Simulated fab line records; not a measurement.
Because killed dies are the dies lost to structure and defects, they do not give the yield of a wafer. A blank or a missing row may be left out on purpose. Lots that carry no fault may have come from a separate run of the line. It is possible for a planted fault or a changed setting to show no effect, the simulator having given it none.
What tool caused it?    flow berkeley cmos170    14 lots, 42 wafers sampled, at 5 steps of a route of 331

WHAT EACH GAUGE READ, for each wafer
UCB170_PFIELD_TW_MEAS_09.
lot   measured      on             PFIELD_TW
L348  day 5 07:09   film metro-02  589 589 592
L349  day 5 08:14   film metro-04  595 598 595
L351  day 5 20:31   film metro-04  596 595 595
L352  day 6 03:32   film metro-03  755 753 753
L353  day 6 03:25   film metro-02  592 595 593
L354  day 6 07:51   film metro-03  608 608 605
L358  day 7 06:54   film metro-02  738 740 736
L364  day 8 03:36   film metro-02  597 598 596
L362  day 8 03:53   film metro-04  596 592 595
L365  day 8 14:19   film metro-03  599 595 601
L366  day 9 03:37   film metro-03  600 596 599
L368  day 10 01:42  film metro-02  588 590 587
L369  day 10 02:05  film metro-02  592 591 596
L370  day 10 13:47  film metro-04  598 601 600

UCB170_SACOX_THK_MEAS_02.
lot   measured      on             SACOX_OXIDE_THK (nm)
L348  day 6 05:37   film metro-03  14.83 14.78 14.55
L349  day 6 05:38   film metro-02  14.34 14.34 14.34
L351  day 6 20:38   film metro-02  14.42 14.13 14.41
L352  day 7 02:11   film metro-03  14.30 14.30 14.34
L353  day 7 02:11   film metro-01  14.79 14.76 14.79
L354  day 7 02:14   film metro-01  14.55 14.04 14.23
L358  day 8 07:20   film metro-01  14.10 13.89 14.14
L364  day 9 22:47   film metro-03  14.64 14.45 14.33
L362  day 9 22:47   film metro-01  14.62 14.59 14.59
L365  day 9 22:50   film metro-02  14.86 14.58 14.69
L366  day 10 11:59  film metro-03  14.57 14.32 14.05
L368  day 11 07:55  film metro-03  14.48 14.35 14.56
L369  day 11 07:56  film metro-01  14.93 14.77 14.82
L370  day 11 14:11  film metro-03  13.95 14.29 14.36

TOOL THAT RAN EACH LOT (tool first, then ch and the chambers of the sampled wafers, then the start)
lot   UCB170_NWELL_ETCH_13               UCB170_PFIELD_IMPLANT_07         UCB170_PFIELD_STRIP_08
L348  rie diel-01 ch 0,2, day 2 20:04    implanter-04 ch 0, day 5 06:54   plasma asher-04 ch 0,1, day 5 07:03
L349  rie diel-03 ch 0,1,2, day 3 02:04  implanter-02 ch 0, day 5 08:00   plasma asher-04 ch 0,1, day 5 08:07
L351  rie diel-01 ch 1,2, day 3 09:05    implanter-03 ch 0, day 5 20:16   plasma asher-04 ch 0,1, day 5 20:25
L352  rie diel-03 ch 0,1, day 3 17:29    implanter-02 ch 0, day 6 02:54   plasma asher-03 ch 0,1, day 6 03:20
L353  rie diel-01 ch 1,3, day 3 17:46    implanter-04 ch 0, day 6 03:10   plasma asher-02 ch 0,1, day 6 03:18
L354  rie diel-02 ch 0,1,3, day 4 04:53  implanter-03 ch 0, day 6 07:36   plasma asher-03 ch 0,1, day 6 07:45
L358  rie diel-02 ch 0,1, day 4 18:43    implanter-03 ch 0, day 7 06:20   plasma asher-04 ch 0,1, day 7 06:47
L364  rie diel-02 ch 0,1,2, day 5 19:23  implanter-03 ch 0, day 8 03:22   plasma asher-04 ch 0,1, day 8 03:29
L362  rie diel-01 ch 1,2,3, day 5 19:50  implanter-04 ch 0, day 8 03:38   plasma asher-02 ch 0,1, day 8 03:46
L365  rie diel-02 ch 0,2,3, day 6 06:01  implanter-04 ch 0, day 8 14:05   plasma asher-03 ch 0,1, day 8 14:12
L366  rie diel-03 ch 0,1,2, day 6 13:22  implanter-04 ch 0, day 9 03:23   plasma asher-04 ch 0,1, day 9 03:31
L368  rie diel-03 ch 2,3, day 6 23:58    implanter-03 ch 0, day 10 01:27  plasma asher-03 ch 0,1, day 10 01:36
L369  rie diel-02 ch 1,2, day 7 00:14    implanter-04 ch 0, day 10 01:52  plasma asher-04 ch 0,1, day 10 02:00
L370  rie diel-01 ch 2,3, day 7 09:08    implanter-04 ch 0, day 10 13:32  plasma asher-03 ch 0,1, day 10 13:41
- UCB170_NWELL_ETCH_13: etches Si3N4 in CH3F/Ar/O2, stops on SiO2, target depth 246.4 nm, time 154 s.
- UCB170_PFIELD_IMPLANT_07
- UCB170_PFIELD_STRIP_08: strips in O2.

WHAT THE TOOLS THEMSELVES READ (means of the sampled wafers that have a number; where no wafer has one, the mark that the record gives instead)
UCB170_NWELL_ETCH_13.
lot   tool         drypump motor current A (A)  oes product au (a.u.)  throttle valve pct (%)
L348  rie diel-01  5.5                          0.914                  8.13
L349  rie diel-03  5.7                          0.954                  8.05
L351  rie diel-01  5.8                          0.945                  8.09
L352  rie diel-03  5.8                          0.957                  8.07
L353  rie diel-01  5.8                          0.940                  8.00
L354  rie diel-02  5.9                          0.934                  8.02
L358  rie diel-02  6.1                          0.934                  8.05
L364  rie diel-02  5.9                          0.939                  8.10
L362  rie diel-01  5.7                          0.933                  8.03
L365  rie diel-02  5.7                          0.938                  8.06
L366  rie diel-03  5.8                          0.953                  8.05
L368  rie diel-03  5.4                          0.951                  8.16
L369  rie diel-02  6.2                          0.933                  8.09
L370  rie diel-01  5.6                          0.940                  7.97

UCB170_PFIELD_IMPLANT_07.
lot   tool          beam energy keV  end station pressure torr (Torr)
L348  implanter-04  79.972           5.24e-06
L349  implanter-02  79.983           5.13e-06
L351  implanter-03  80.012           5.06e-06
L352  implanter-02  80.013           5.02e-06
L353  implanter-04  79.972           4.96e-06
L354  implanter-03  79.989           4.79e-06
L358  implanter-03  79.979           5.13e-06
L364  implanter-03  79.987           4.82e-06
L362  implanter-04  80.009           5.16e-06
L365  implanter-04  79.981           5.38e-06
L366  implanter-04  79.996           5.18e-06
L368  implanter-03  80.013           5.24e-06
L369  implanter-04  80.006           5.02e-06
L370  implanter-04  79.974           5.10e-06

UCB170_PFIELD_STRIP_08.
lot   tool             drypump motor current A (A)  oes product au (a.u.)  strip time to endpoint s (s)
L348  plasma asher-04  5.3                          0.733                  21.65
L349  plasma asher-04  5.7                          0.735                  21.47
L351  plasma asher-04  5.3                          0.729                  21.67
L352  plasma asher-03  5.9                          0.735                  21.56
L353  plasma asher-02  5.8                          0.731                  21.51
L354  plasma asher-03  5.9                          0.737                  21.56
L358  plasma asher-04  5.3                          0.731                  21.62
L364  plasma asher-04  5.3                          0.737                  21.54
L362  plasma asher-02  5.5                          0.735                  21.54
L365  plasma asher-03  5.9                          0.734                  21.66
L366  plasma asher-04  5.3                          0.733                  21.59
L368  plasma asher-03  6.2                          0.733                  21.49
L369  plasma asher-04  5.7                          0.730                  21.56
L370  plasma asher-03  6.2                          0.730                  21.57

THE ANSWER, worked out from the rows above alone
Rule: what is usual is taken from the lots themselves. Put in order of their means at a reading, lots are off if they are a third of the lots or fewer, leave a main group of 4 or more, and stand apart from it by a gap of 3 or more times the standard deviation of the main group's means; of several such gaps the widest counts. If all means in a main group match to the digits the tables above print for the reading, that group is not used. A lot without any number at a reading at which 4 lots or more have one is off too. Where the step has rows for the other lots, those lots are counted as sound. Order of review: gauges by route order, followed by the tools' own readings, for which a lot's mean as printed above is used. The first step at which some lot is off is used, and at that step the reading that is off furthest; a lot without a number counts as furthest.
Off: L352, L358, seen at UCB170_PFIELD_TW_MEAS_09 (PFIELD_TW). Mean 596 and standard deviation 4.7 in the main group.
A tool fits if, at a process step before that reading, it ran every lot that is off, and no sound lot after the first of them. Those tools and the gauges at UCB170_PFIELD_TW_MEAS_09 are tried in the same way. Of those tried, none fits.

WHAT WAS PUT IN BY THE SIMULATOR
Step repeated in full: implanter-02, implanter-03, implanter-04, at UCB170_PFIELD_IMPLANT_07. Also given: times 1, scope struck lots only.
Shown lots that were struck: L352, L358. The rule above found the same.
